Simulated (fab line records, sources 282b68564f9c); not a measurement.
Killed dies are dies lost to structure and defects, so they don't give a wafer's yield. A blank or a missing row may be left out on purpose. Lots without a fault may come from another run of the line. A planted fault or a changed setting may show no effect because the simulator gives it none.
A struck lot beside a sound one | flow rit_cmos | 15 steps out of a route of 202
Sound: wafers L569.1, L569.2, L569.4. Struck: wafers L579.1, L579.4, L579.6. The cause comes at the end.
At each step with rows: each side's tool, then ch and its chambers, then its first start. Under that, the readings that differ: sound wafers | struck wafers | difference of the means | sigmas: that difference in standard deviations of wafers without a fault.
alike: readings whose means differ by less than 2 such deviations, and words and numbers that are the same on both sides. not compared: withheld readings, readings that some wafer has no value for, bounds like >300 that may hide the same value, and numbers for which the record gives no deviation and whose values overlap.
The two part at a step that has a row with sigmas, a row that says differs or no value, or rows on one side only. Numbers that don't overlap but have no deviation are shown without sigmas and don't part them. A reading that every wafer of one side lacks parts them only if that side has two wafers or more.

first, 2 steps without rows for these wafers: RIT_NLDD_PEB_04; RIT_NLDD_DEVELOP_05 (develop time 50 s).
RIT_NLDD_OVL_MEAS_06:
  sound on overlay-02, day 3 13:44; struck on overlay-02, day 5 11:26
  alike: NLDD_OVL
then, 2 steps without rows for these wafers: RIT_NLDD_HARDBAKE_07 (time 60 s); RIT_NLDD_IMPLANT_08.
RIT_NLDD_STRIP_09: strips in O2, time 180 s.
  sound on plasma_asher-01 ch 0,1, day 3 14:19; struck on plasma_asher-01 ch 0,1, day 5 11:47
  alike: drypump_motor_current_A, rf_refl_power_W
  not compared: rf_hours_counter_h
RIT_NLDD_TW_MEAS_10:
  sound on film_metro-01, day 3 14:29; struck on film_metro-01, day 5 11:57
  alike: NLDD_TW
then, 5 steps without rows for these wafers: RIT_PLDD_HMDS_00 (prime time 60 s); RIT_PLDD_COAT_01 (resist thk 1000 nm); RIT_PLDD_SOFTBAKE_02 (time 60 s); RIT_PLDD_EXPOSE_03 (exposes mask M8, target cd 40900 nm); RIT_PLDD_PEB_04.
RIT_PLDD_DEVELOP_05: develop time 50 s.
  sound on litho_track-01 ch 0, day 3 15:00; struck on litho_track-01 ch 0, day 5 12:00
  reading              | sound             | struck            | difference | sigmas
  developer_temp_C (C) | 23.09 23.15 22.95 | 22.19 22.25 22.00 | -0.92      | -8
  alike: resist_line_temp_C
RIT_PLDD_OVL_MEAS_06:
  sound on overlay-01, day 3 15:37; struck on overlay-02, day 5 13:02
  alike: PLDD_OVL
RIT_M1_PROBE_99:
  sound on prober-01, day 4 07:28; struck on prober-01, day 6 03:32
  alike: killed_at_contacts, killed_at_front_end, killed_dies, killed_open, killed_short

WHERE THEY PART
Only at RIT_PLDD_DEVELOP_05, within this record. Later steps at which nothing parts them and some readings are alike: RIT_PLDD_OVL_MEAS_06, RIT_M1_PROBE_99.

WHY: what the simulator had put in
Process parameter drift: litho_track-01, from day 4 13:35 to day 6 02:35, at RIT_PLDD_DEVELOP_05. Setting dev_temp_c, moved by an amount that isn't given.
